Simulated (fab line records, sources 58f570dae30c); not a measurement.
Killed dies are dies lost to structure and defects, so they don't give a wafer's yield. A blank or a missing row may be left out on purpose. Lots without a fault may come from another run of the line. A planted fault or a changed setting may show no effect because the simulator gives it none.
fab line records | flow berkeley_cmos170
record lots=5 wafers=23
route steps=331 shown NWELL@28 PWELL@49 ACTIVE@68 PLDD@153 NLDD@162 BACKSIDE@201 M1@242 V1@264 M2@284
start_h: hours from the record's first day to the start of the lot's first wafer shown | wait_h: hours since the lot's step before | " the same as in the row above | L1.1+2: a row that stands for several wafers | - no value, or no start given | * or withheld: withheld | < > ~ a bound
route shown NAME@n: a module of which the file shows steps, and the number in the route of the first | usual: mean/standard deviation of fault-free wafers | same: alike in all rows | chamber/n: place in a boat | sites: the reading at each site | _std_site: their standard deviation | _edge_site: outer sites' mean less inner sites' | radius_mm: how far each site lies from the wafer's centre | mask NAME#n: copy n | behind: the tool/chamber that last shaped the wafer | hold: why the lot was held/for how many hours/how that ended | device: the transistor (n, p or np) that didn't switch | end of line: the same wafers' tests at the end of the route | a step without rows: its recipe alone | killed: dies lost to structure and defects at the first sort, not the wafer's yield | map: a wafer's dies, x killed, . not, _ none there
set.NAME: the setting as run; set.NAME@STEP: as run at that earlier step | model.NAME: the simulator's own value behind a step, which no gauge read
lots whose settings were changed on purpose; a table a step, a row a wafer
## steps
# step UCB170_NWELL_IMPLANT_14
# recipe species=P dose_cm2=1e+13 energy_kev=150 tilt_deg=7
# columns lot.wafer tool chamber start_h wait_h set.dose_cm2
L077.1+3+6 implanter-02 0 45.75 0.1 1.06e+13
L077.2+4 " 0 " " 1e+13
L079.1+2+6 implanter-01 0 58.48 0.1 1e+13
L079.3+5 " 0 " " 9.353e+12
L082.2+3+5 implanter-02 0 68.24 0.1 1e+13
L084.1+3+5 implanter-01 0 78.53 0.1 1e+13
L084.4+6 " 0 " " 1.059e+13
L085.2+3+4+5+6 implanter-04 0 86.08 0.1 1e+13
# step UCB170_NWELL_STRIP_15
# recipe chemistry=O2 power_w=400 pressure_mtorr=3500 platen_temp_c=withheld o2_flow_sccm=400 overash_fraction=0.5
# step UCB170_NWELL_TW_MEAS_16
# usual NWELL_TW=1238/9.4
# columns lot.wafer tool chamber start_h wait_h set.dose_cm2@NWELL_IMPLANT_14 NWELL_TW
L077.1 film_metro-02 - 46.00 0.1 1.06e+13 1270
L077.2 " - " " 1e+13 1243
L077.3 " - " " 1.06e+13 1274
L077.4 " - " " 1e+13 1245
L077.6 " - " " 1.06e+13 1270
L079.1 film_metro-01 - 58.73 0.1 1e+13 1230
L079.2 " - " " 1e+13 1240
L079.3 " - " " 9.353e+12 1214
L079.5 " - " " 9.353e+12 1211
L079.6 " - " " 1e+13 1237
L082.2 film_metro-01 - 68.47 0.1 1e+13 1239
L082.3 " - " " 1e+13 1242
L082.5 " - " " 1e+13 1235
L084.1 film_metro-01 - 78.78 0.1 1e+13 1244
L084.3 " - " " 1e+13 1236
L084.4 " - " " 1.059e+13 1254
L084.5 " - " " 1e+13 1239
L084.6 " - " " 1.059e+13 1265
L085.2 film_metro-04 - 86.32 0.1 1e+13 1226
L085.3 " - " " 1e+13 1227
L085.4 " - " " 1e+13 1226
L085.5 " - " " 1e+13 1229
L085.6 " - " " 1e+13 1224
# step UCB170_PWELL_IMPLANT_15
# recipe species=B dose_cm2=5e+12 energy_kev=60 tilt_deg=7
# columns lot.wafer tool chamber start_h wait_h set.energy_kev model.implant.rp_nm model.implant.drp_nm
L077.1+4+6 implanter-03 0 60.92 0.1 58.88 183.2 64.05
L077.2+3 " 0 " " 60 186.4 64.7
L079.1+5 implanter-02 0 76.90 0.1 60 183.7 64.7
L079.2+3+6 " 0 " " 62.65 193.8 66.18
L082.2+3+5 implanter-03 0 84.61 0.1 60 192.7 64.7
L084.1+5 implanter-03 0 93.02 0.1 56.74 178.2 62.79
L084.3+4+6 " 0 " " 60 187.6 64.7
L085.2+3+4 implanter-03 0 111.73 0.1 60 186.2 64.7
L085.5+6 " 0 " " 63.32 199.6 66.55
# step UCB170_ACTIVE_COAT_08
# recipe resist=KrF spin_rpm=1500 resist_thk_nm=900
# columns lot.wafer tool chamber start_h wait_h set.resist_thk_nm model.KrF_of_ACTIVE_COAT_08.thk_nm
L077.1 litho_track-03 0 87.05 0.1 900 897.2
L077.2 " 0 " " 944.8 944.7
L077.3 " 0 " " 900 900.4
L077.4 " 0 " " 900 902.1
L077.6 " 0 " " 944.8 946.1
L079.1 litho_track-03 0 108.60 0.1 851.2 851
L079.2 " 0 " " 900 901.7
L079.3 " 0 " " 851.2 851.9
L079.5 " 0 " " 851.2 849.7
L079.6 " 0 " " 900 904.2
L082.2 litho_track-02 0 113.75 0.1 900 904.2
L082.3 " 0 " " 900 900.1
L082.5 " 0 " " 900 900.5
L084.1 litho_track-02 0 120.42 0.1 937.2 936.9
L084.3 " 0 " " 937.2 938.2
L084.4 " 0 " " 937.2 939.1
L084.5 " 0 " " 900 901.5
L084.6 " 0 " " 900 901.2
L085.2 litho_track-03 0 140.15 0.1 900 897.7
L085.3 " 0 " " 900 900.8
L085.4 " 0 " " 900 897.4
L085.5 " 0 " " 900 900.2
L085.6 " 0 " " 900 901.7
# step UCB170_ACTIVE_SOFTBAKE_09
# recipe resist=KrF temp_c=130 time_s=60
# step UCB170_ACTIVE_EXPOSE_10
# recipe mask_id=ACTIVE target_cd_nm=1200 na=0.5 sigma_outer=0.6 source_shape=conventional dose_mj=20
# step UCB170_ACTIVE_ETCH_15
# recipe chemistry=CH3F/Ar/O2 target=Si3N4 stop_on=SiO2 CH3F_flow_sccm=20 Ar_flow_sccm=50 O2_flow_sccm=7 pressure_mtorr=50 rf_w=450 target_depth_a=2420 over_etch_frac=0.1 time_s=151
# step UCB170_ACTIVE_STRIP_16
# recipe chemistry=O2 power_w=400 pressure_mtorr=3500 platen_temp_c=withheld o2_flow_sccm=400 overash_fraction=0.5
# usual strip_time_to_endpoint_s=18.08/0.076
# columns lot.wafer tool chamber start_h wait_h set.resist_thk_nm@ACTIVE_COAT_08 strip_time_to_endpoint_s
L077.1 plasma_asher-03 1 88.00 0.1 900 18.07
L077.2 " 0 " " 944.8 19.22
L077.3 " 1 " " 900 18.19
L077.4 " 0 " " 900 18.16
L077.6 " 0 " " 944.8 19.29
L079.1 plasma_asher-01 1 109.70 0.1 851.2 16.93
L079.2 " 0 " " 900 18.21
L079.3 " 1 " " 851.2 17.00
L079.5 " 1 " " 851.2 16.93
L079.6 " 0 " " 900 18.20
L082.2 plasma_asher-03 1 114.82 0.1 900 18.20
L082.3 " 1 " " 900 18.11
L082.5 " 0 " " 900 18.13
L084.1 plasma_asher-03 0 122.41 0.1 937.2 19.03
L084.3 " 0 " " 937.2 19.07
L084.4 " 1 " " 937.2 19.03
L084.5 " 1 " " 900 18.21
L084.6 " 0 " " 900 18.15
L085.2 plasma_asher-03 1 142.85 0.1 900 18.03
L085.3 " 0 " " 900 18.08
L085.4 " 1 " " 900 17.96
L085.5 " 1 " " 900 18.10
L085.6 " 0 " " 900 18.08
# step UCB170_PLDD_IMPLANT_08
# recipe species=BF2 dose_cm2=5e+13 energy_kev=10 tilt_deg=7 rotation_deg=0
# columns lot.wafer tool chamber start_h wait_h set.dose_cm2
L077.1+2+3+4+6 implanter-03 0 140.13 0.0 5e+13
L079.1+2+5 implanter-03 0 153.40 0.0 5.163e+13
L079.3+6 " 0 " " 5e+13
L082.2+3+5 implanter-02 0 161.72 0.0 5e+13
L084.1+3+5 implanter-02 0 165.83 0.0 5e+13
L084.4+6 " 0 " " 4.88e+13
L085.2+3+6 implanter-03 0 185.09 0.0 5.113e+13
L085.4+5 " 0 " " 5e+13
# step UCB170_NLDD_PEB_04
# recipe peb_temp_c=130 peb_time_s=withheld resist=KrF
# columns lot.wafer tool chamber start_h wait_h set.peb_temp_c
L077.1+2+3+4+6 litho_track-04 0 142.54 0.6 130
L079.1+3 litho_track-02 0 154.86 0.1 133.7
L079.2+5+6 " 0 " " 130
L082.2+3+5 litho_track-04 0 163.08 0.3 130
L084.1+4+5 litho_track-01 0 167.16 0.1 130
L084.3+6 " 0 " " 132.9
L085.2+5 litho_track-04 0 189.88 0.7 128.2
L085.3+4+6 " 0 " " 130
# step UCB170_NLDD_DEVELOP_05
# recipe developer=TMAH develop_time_s=45 resist=KrF dev_temp_c=21
# step UCB170_NLDD_CD_MEAS_06
# recipe target_cd_nm=1200
# usual cd_nm=1200.3/1.6
# columns lot.wafer tool chamber start_h wait_h set.peb_temp_c@NLDD_PEB_04 cd_nm
L077.1 cd_sem-01 - 142.81 - 130 1202.2
L077.2 " - " " 130 1202.0
L077.3 " - " " 130 1202.5
L077.4 " - " " 130 1201.4
L077.6 " - " " 130 1202.1
L079.1 cd_sem-02 - 155.16 - 133.7 1221.1
L079.2 " - " " 130 1199.6
L079.3 " - " " 133.7 1221.2
L079.5 " - " " 130 1200.0
L079.6 " - " " 130 1199.1
L082.2 cd_sem-02 - 163.35 - 130 1203.2
L082.3 " - " " 130 1203.4
L082.5 " - " " 130 1202.5
L084.1 cd_sem-02 - 167.43 - 130 1201.5
L084.3 " - " " 132.9 1217.8
L084.4 " - " " 130 1201.8
L084.5 " - " " 130 1201.6
L084.6 " - " " 132.9 1217.1
L085.2 cd_sem-02 - 190.15 - 128.2 1187.5
L085.3 " - " " 130 1200.9
L085.4 " - " " 130 1199.5
L085.5 " - " " 128.2 1187.4
L085.6 " - " " 130 1200.6
# step UCB170_BACKSIDE_SOFTBAKE_02
# recipe resist=KrF temp_c=130 time_s=60
# columns lot.wafer tool chamber start_h wait_h set.temp_c
L077.1+2+3 litho_track-03 0 152.06 0.1 130
L077.4+6 " 0 " " 133.3
L079.1+3+5 litho_track-02 0 165.23 0.1 130
L079.2+6 " 0 " " 131.3
L082.2+3+5 litho_track-02 0 174.35 0.1 130
L084.1+3+6 litho_track-02 0 178.51 0.1 131.9
L084.4+5 " 0 " " 130
L085.2+3+4 litho_track-02 0 203.59 0.1 132
L085.5+6 " 0 " " 130
# step UCB170_BACKSIDE_STRIP_03
# recipe chemistry=O2 power_w=400 pressure_mtorr=3500 platen_temp_c=withheld o2_flow_sccm=400 overash_fraction=0.5
# step UCB170_BACKSIDE_CLEAN_04
# recipe chemistry=SPM temp_c=120 time_s=600
# step UCB170_SDANNEAL_RS_MEAS_04
# recipe thk_meas_gauge=four-point-probe
# usual PLDD_RS=1031.8/2.7
# columns lot.wafer tool chamber start_h wait_h set.dose_cm2@PLDD_IMPLANT_08 PLDD_RS[ohm/sq]
L077.1 film_metro-01 - 152.85 0.1 5e+13 1029.2
L077.2 " - " " 5e+13 1030.5
L077.3 " - " " 5e+13 1031.2
L077.4 " - " " 5e+13 1031.7
L077.6 " - " " 5e+13 1031.5
L079.1 film_metro-04 - 166.02 0.1 5.163e+13 1024.0
L079.2 " - " " 5.163e+13 1020.4
L079.3 " - " " 5e+13 1034.5
L079.5 " - " " 5.163e+13 1020.1
L079.6 " - " " 5e+13 1034.2
L082.2 film_metro-04 - 175.13 0.1 5e+13 1033.3
L082.3 " - " " 5e+13 1031.3
L082.5 " - " " 5e+13 1032.0
L084.1 film_metro-01 - 179.85 0.1 5e+13 1029.5
L084.3 " - " " 5e+13 1031.8
L084.4 " - " " 4.88e+13 1043.2
L084.5 " - " " 5e+13 1030.9
L084.6 " - " " 4.88e+13 1042.4
L085.2 film_metro-04 - 206.35 0.1 5.113e+13 1024.8
L085.3 " - " " 5.113e+13 1023.3
L085.4 " - " " 5e+13 1033.4
L085.5 " - " " 5e+13 1032.1
L085.6 " - " " 5.113e+13 1024.4
# step UCB170_M1_COAT_04
# recipe resist=KrF spin_rpm=1500 resist_thk_nm=900
# columns lot.wafer tool chamber start_h wait_h set.spin_rpm model.KrF_of_M1_COAT_04.thk_nm
L077.1 litho_track-01 0 - - 1500 897.9
L077.2 " 0 " " 1500 894.7
L077.3+6 " 0 " " 1500 895.4
L077.4 " 0 " " 1500 895
L079.1 litho_track-04 0 - - 1441 918.5
L079.2 " 0 " " 1441 915
L079.3 " 0 " " 1500 900
L079.5 " 0 " " 1500 896.8
L079.6 " 0 " " 1500 899.9
L082.2 litho_track-04 0 - - 1500 903.4
L082.3 " 0 " " 1500 903.2
L082.5 " 0 " " 1500 906.2
L084.1 litho_track-03 0 - - 1409 930.3
L084.3 " 0 " " 1409 929.7
L084.4 " 0 " " 1409 929.6
L084.5 " 0 " " 1500 900.6
L084.6 " 0 " " 1500 901.3
L085.2+6 litho_track-01 0 - - 1500 900.4
L085.3 " 0 " " 1500 900.2
L085.4 " 0 " " 1500 902.3
L085.5 " 0 " " 1500 900.8
# step UCB170_M1_METAL_ETCH_12
# recipe chemistry=Cl2/BCl3 target=Al stop_on=PSG pressure_mtorr=12 target_depth_a=7800 over_etch_frac=0.3 time_s=130 icp_w=600 bias_w=120 Cl2_flow_sccm=90 bcl3_flow_sccm=45
# usual oes_product_au=0.853/0.018
# columns lot.wafer tool chamber start_h wait_h set.time_s oes_product_au model.KrF_of_M1_COAT_04.thk_nm model.M1.cd_nm
L077.1 rie_metal-04 1 159.90 - 130 0.871 413.7 698.9
L077.2 " 1 " " 114 0.942 464.7 703.5
L077.3 " 1 " " 114 0.944 467.9 703.2
L077.4 " 1 " " 114 0.939 471.5 703.4
L077.6 " 1 " " 130 0.876 412.6 698.7
L079.1 rie_metal-03 1 177.84 - 123.8 0.870 470.9 699.8
L079.2 " 0 " " 130 0.870 443.9 699
L079.3 " 1 " " 123.8 0.872 456 701.5
L079.5 " 1 " " 123.8 0.876 449.7 702.2
L079.6 " 0 " " 130 0.860 431.9 700.8
L082.2 rie_metal-04 1 183.83 - 130 0.888 415.4 701
L082.3 " 0 " " 130 0.844 434.3 700.4
L082.5 " 0 " " 130 0.855 439.7 699.4
L084.1 rie_metal-02 0 188.13 - 130 0.844 461.6 698.8
L084.3 " 1 " " 110.9 0.905 528.3 706.2
L084.4 " 0 " " 130 0.832 461.4 698.6
L084.5 " 1 " " 110.9 0.913 499 704.6
L084.6 " 0 " " 130 0.833 437.9 695.5
L085.2 rie_metal-04 0 216.98 - 130 0.834 423.8 700.7
L085.3 " 1 " " 125 0.896 425.8 705.2
L085.4 " 0 " " 125 0.846 446 702.9
L085.5 " 1 " " 130 0.874 412.1 702.8
L085.6 " 0 " " 130 0.834 425.3 701.8
# step UCB170_M1_STRIP_13
# recipe chemistry=O2 power_w=400 pressure_mtorr=3500 platen_temp_c=withheld o2_flow_sccm=400 overash_fraction=0.5
# step UCB170_M1_CD_MEAS_90
# recipe target_cd_nm=700
# usual cd_nm=700.0/1.9
# columns lot.wafer tool chamber start_h wait_h set.time_s@M1_METAL_ETCH_12 cd_nm
L077.1 cd_sem-02 - 160.26 0.1 130 699.0
L077.2 " - " " 114 703.5
L077.3 " - " " 114 702.9
L077.4 " - " " 114 703.3
L077.6 " - " " 130 698.4
L079.1 cd_sem-01 - 178.07 0.1 123.8 699.7
L079.2 " - " " 130 698.7
L079.3 " - " " 123.8 701.7
L079.5 " - " " 123.8 702.0
L079.6 " - " " 130 700.7
L082.2 cd_sem-02 - 184.08 0.1 130 701.0
L082.3 " - " " 130 700.3
L082.5 " - " " 130 699.5
L084.1 cd_sem-01 - 188.37 0.1 130 698.5
L084.3 " - " " 110.9 706.6
L084.4 " - " " 130 698.6
L084.5 " - " " 110.9 704.4
L084.6 " - " " 130 695.5
L085.2 cd_sem-02 - 217.24 0.1 130 700.8
L085.3 " - " " 125 705.1
L085.4 " - " " 125 703.0
L085.5 " - " " 130 702.5
L085.6 " - " " 130 701.7
# step UCB170_V1_PEB_10
# recipe peb_temp_c=130 peb_time_s=withheld resist=KrF
# columns lot.wafer tool chamber start_h wait_h set.peb_temp_c
L077.1+4+6 litho_track-01 0 165.95 0.1 130
L077.2+3 " 0 " " 127.5
L079.1+2+3 litho_track-02 0 182.17 0.1 132.1
L079.5+6 " 0 " " 130
L082.2+3+5 litho_track-03 0 190.17 0.8 130
L084.1+5 litho_track-01 0 - - 128.4
L084.3+4+6 " 0 " " 130
L085.2+4+5 litho_track-03 0 226.41 0.4 132.5
L085.3+6 " 0 " " 130
# step UCB170_V1_DEVELOP_11
# recipe developer=TMAH develop_time_s=45 resist=KrF dev_temp_c=21
# step UCB170_V1_CD_MEAS_12
# recipe target_cd_nm=700
# usual cd_nm=699.4/1.3
# columns lot.wafer tool chamber start_h wait_h set.peb_temp_c@V1_PEB_10 cd_nm
L077.1 cd_sem-02 - 166.23 - 130 700.3
L077.2 " - " " 127.5 682.2
L077.3 " - " " 127.5 682.4
L077.4 " - " " 130 699.1
L077.6 " - " " 130 699.4
L079.1 cd_sem-01 - 182.44 - 132.1 710.7
L079.2 " - " " 132.1 711.2
L079.3 " - " " 132.1 709.7
L079.5 " - " " 130 697.5
L079.6 " - " " 130 698.2
L082.2 cd_sem-01 - 190.44 - 130 699.1
L082.3 " - " " 130 699.1
L082.5 " - " " 130 699.0
L084.1 cd_sem-01 - 199.08 - 128.4 688.5
L084.3 " - " " 130 698.4
L084.4 " - " " 130 699.8
L084.5 " - " " 128.4 686.1
L084.6 " - " " 130 698.7
L085.2 cd_sem-02 - 226.80 - 132.5 714.8
L085.3 " - " " 130 698.3
L085.4 " - " " 132.5 716.3
L085.5 " - " " 132.5 713.3
L085.6 " - " " 130 698.1
# step UCB170_V1_ETCH_14
# recipe chemistry=CHF3/CF4/Ar target=SiO2 stop_on=Al CHF3_flow_sccm=45 cf4_flow_sccm=15 Ar_flow_sccm=150 pressure_mtorr=200 rf_w=700 target_depth_a=12500 over_etch_frac=0.25 time_s=291
# columns lot.wafer tool chamber start_h wait_h set.peb_temp_c@V1_PEB_10 model.V1.cd_nm
L077.1 rie_diel-04 3 166.38 0.0 130 700.1
L077.2 " 0 " " 127.5 681.6
L077.3 " 1 " " 127.5 682
L077.4 " 3 " " 130 698.7
L077.6 " 1 " " 130 698.9
L079.1 rie_diel-03 3 182.60 0.0 132.1 709.7
L079.2 " 2 " " 132.1 710.2
L079.3 " 1 " " 132.1 709.9
L079.5 " 1 " " 130 697.5
L079.6 " 2 " " 130 698.6
L082.2 rie_diel-04 2 190.58 0.0 130 698.3
L082.3 " 2 " " 130 698.8
L082.5 " 2 " " 130 699.1
L084.1 rie_diel-04 3 199.23 0.0 128.4 688.5
L084.3 " 1 " " 130 699.9
L084.4 " 3 " " 130 700
L084.5 " 2 " " 128.4 686
L084.6 " 1 " " 130 699.6
L085.2 rie_diel-03 1 226.94 0.0 132.5 713.7
L085.3 " 2 " " 130 698.4
L085.4 " 3 " " 132.5 715.1
L085.5 " 0 " " 132.5 712.3
L085.6 " 3 " " 130 696.9
# step UCB170_V1_STRIP_15
# recipe chemistry=O2 power_w=400 pressure_mtorr=3500 platen_temp_c=withheld o2_flow_sccm=400 overash_fraction=0.5
# columns lot.wafer tool chamber start_h wait_h set.pressure_mtorr
L077.1+2+3+4+6 plasma_asher-02 1,0,0,1,0 166.56 0.1 3500
L079.1+2+3+5+6 plasma_asher-03 1,0,0,1,0 182.78 0.1 3744
L082.2+3+5 plasma_asher-02 1,1,0 190.85 0.2 3500
L084.1+3+4+5+6 plasma_asher-02 0,1,0,0,1 199.41 0.1 3500
L085.2+3+4+5+6 plasma_asher-02 1,1,0,1,0 227.12 0.1 3317
# step UCB170_V1_CD_MEAS_90
# recipe target_cd_nm=700
# usual cd_nm=699.2/1.5
# columns lot.wafer tool chamber start_h wait_h set.peb_temp_c@V1_PEB_10 cd_nm
L077.1 cd_sem-02 - 166.66 0.1 130 700.1
L077.2 " - " " 127.5 681.7
L077.3 " - " " 127.5 681.9
L077.4 " - " " 130 698.6
L077.6 " - " " 130 698.9
L079.1 cd_sem-02 - 182.88 0.1 132.1 710.1
L079.2 " - " " 132.1 710.1
L079.3 " - " " 132.1 709.5
L079.5 " - " " 130 697.5
L079.6 " - " " 130 698.6
L082.2 cd_sem-01 - 190.97 0.1 130 698.0
L082.3 " - " " 130 698.6
L082.5 " - " " 130 698.8
L084.1 cd_sem-02 - 199.51 0.1 128.4 688.3
L084.3 " - " " 130 700.1
L084.4 " - " " 130 700.1
L084.5 " - " " 128.4 685.9
L084.6 " - " " 130 699.4
L085.2 cd_sem-01 - 227.32 0.2 132.5 713.7
L085.3 " - " " 130 698.6
L085.4 " - " " 132.5 715.0
L085.5 " - " " 132.5 712.5
L085.6 " - " " 130 696.9
# step UCB170_M2_PEB_13
# recipe peb_temp_c=130 peb_time_s=withheld resist=KrF
# columns lot.wafer tool chamber start_h wait_h set.peb_temp_c
L077.1+3+6 litho_track-03 0 169.67 0.4 130
L077.2+4 " 0 " " 131.8
L079.1+5+6 litho_track-03 0 185.46 0.1 130
L079.2+3 " 0 " " 133.4
L082.2+3+5 litho_track-03 0 196.93 1.0 130
L084.1+4 litho_track-04 0 205.06 0.8 128.6
L084.3+5+6 " 0 " " 130
L085.2+3+4+5+6 litho_track-03 0 230.55 0.2 130
# step UCB170_M2_DEVELOP_14
# recipe developer=TMAH develop_time_s=45 resist=KrF dev_temp_c=21
# step UCB170_M2_CD_MEAS_15
# recipe target_cd_nm=700
# usual cd_nm=700.2/1.1
# columns lot.wafer tool chamber start_h wait_h set.peb_temp_c@M2_PEB_13 cd_nm
L077.1 cd_sem-02 - 169.95 - 130 700.0
L077.2 " - " " 131.8 688.8
L077.3 " - " " 130 700.2
L077.4 " - " " 131.8 688.1
L077.6 " - " " 130 700.8
L079.1 cd_sem-01 - 185.74 - 130 699.8
L079.2 " - " " 133.4 679.5
L079.3 " - " " 133.4 680.4
L079.5 " - " " 130 699.2
L079.6 " - " " 130 699.8
L082.2 cd_sem-02 - 197.20 - 130 700.2
L082.3 " - " " 130 700.2
L082.5 " - " " 130 699.5
L084.1 cd_sem-01 - 205.37 - 128.6 709.5
L084.3 " - " " 130 699.7
L084.4 " - " " 128.6 709.7
L084.5 " - " " 130 700.2
L084.6 " - " " 130 698.6
L085.2 cd_sem-02 - 230.82 - 130 699.0
L085.3 " - " " 130 699.1
L085.4 " - " " 130 700.0
L085.5 " - " " 130 699.9
L085.6 " - " " 130 698.9
## key
split step=UCB170_NWELL_IMPLANT_14 setting=dose_cm2 stated=1e+13 by=wafer
response step=UCB170_NWELL_TW_MEAS_16 reading=NWELL_TW change=+3.83 per=1% r=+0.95
split step=UCB170_PWELL_IMPLANT_15 setting=energy_kev stated=60 by=wafer
response step=UCB170_PWELL_IMPLANT_15 reading=model.implant.rp_nm change=+2.11 per=1% r=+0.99
response step=UCB170_PWELL_IMPLANT_15 reading=model.implant.drp_nm change=+0.341 per=1% r=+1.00
split step=UCB170_ACTIVE_COAT_08 setting=resist_thk_nm stated=900 by=wafer
response step=UCB170_ACTIVE_COAT_08 reading=model.KrF_of_ACTIVE_COAT_08.thk_nm change=+9.27 per=1% r=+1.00
response step=UCB170_ACTIVE_STRIP_16 reading=strip_time_to_endpoint_s change=* per=1% r=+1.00
split step=UCB170_PLDD_IMPLANT_08 setting=dose_cm2 stated=5e+13 by=wafer
response step=UCB170_SDANNEAL_RS_MEAS_04 reading=PLDD_RS change=-4.19 per=1% r=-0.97
split step=UCB170_NLDD_PEB_04 setting=peb_temp_c stated=130 by=wafer
response step=UCB170_NLDD_CD_MEAS_06 reading=cd_nm change=+7.64 per=1% r=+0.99
split step=UCB170_BACKSIDE_SOFTBAKE_02 setting=temp_c stated=130 by=wafer
response none clear
split step=UCB170_M1_COAT_04 setting=spin_rpm stated=1500 by=wafer
response step=UCB170_M1_COAT_04 reading=model.KrF_of_M1_COAT_04.thk_nm change=-4.71 per=1% r=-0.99
split step=UCB170_M1_METAL_ETCH_12 setting=time_s stated=130 by=wafer
response step=UCB170_M1_METAL_ETCH_12 reading=oes_product_au change=-0.00502 per=1% r=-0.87
response step=UCB170_M1_METAL_ETCH_12 reading=model.KrF_of_M1_COAT_04.thk_nm change=-4.24 per=1% r=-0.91
response step=UCB170_M1_METAL_ETCH_12 reading=model.M1.cd_nm change=-0.456 per=1% r=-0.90
response step=UCB170_M1_CD_MEAS_90 reading=cd_nm change=-0.468 per=1% r=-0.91
split step=UCB170_V1_PEB_10 setting=peb_temp_c stated=130 by=wafer
response step=UCB170_V1_CD_MEAS_12 reading=cd_nm change=+8.68 per=1% r=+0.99
response step=UCB170_V1_ETCH_14 reading=model.V1.cd_nm change=+8.61 per=1% r=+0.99
response step=UCB170_V1_CD_MEAS_90 reading=cd_nm change=+8.6 per=1% r=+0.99
split step=UCB170_V1_STRIP_15 setting=pressure_mtorr stated=3500 by=lot
response none clear
split step=UCB170_M2_PEB_13 setting=peb_temp_c stated=130 by=wafer
response step=UCB170_M2_CD_MEAS_15 reading=cd_nm change=-7.94 per=1% r=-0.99
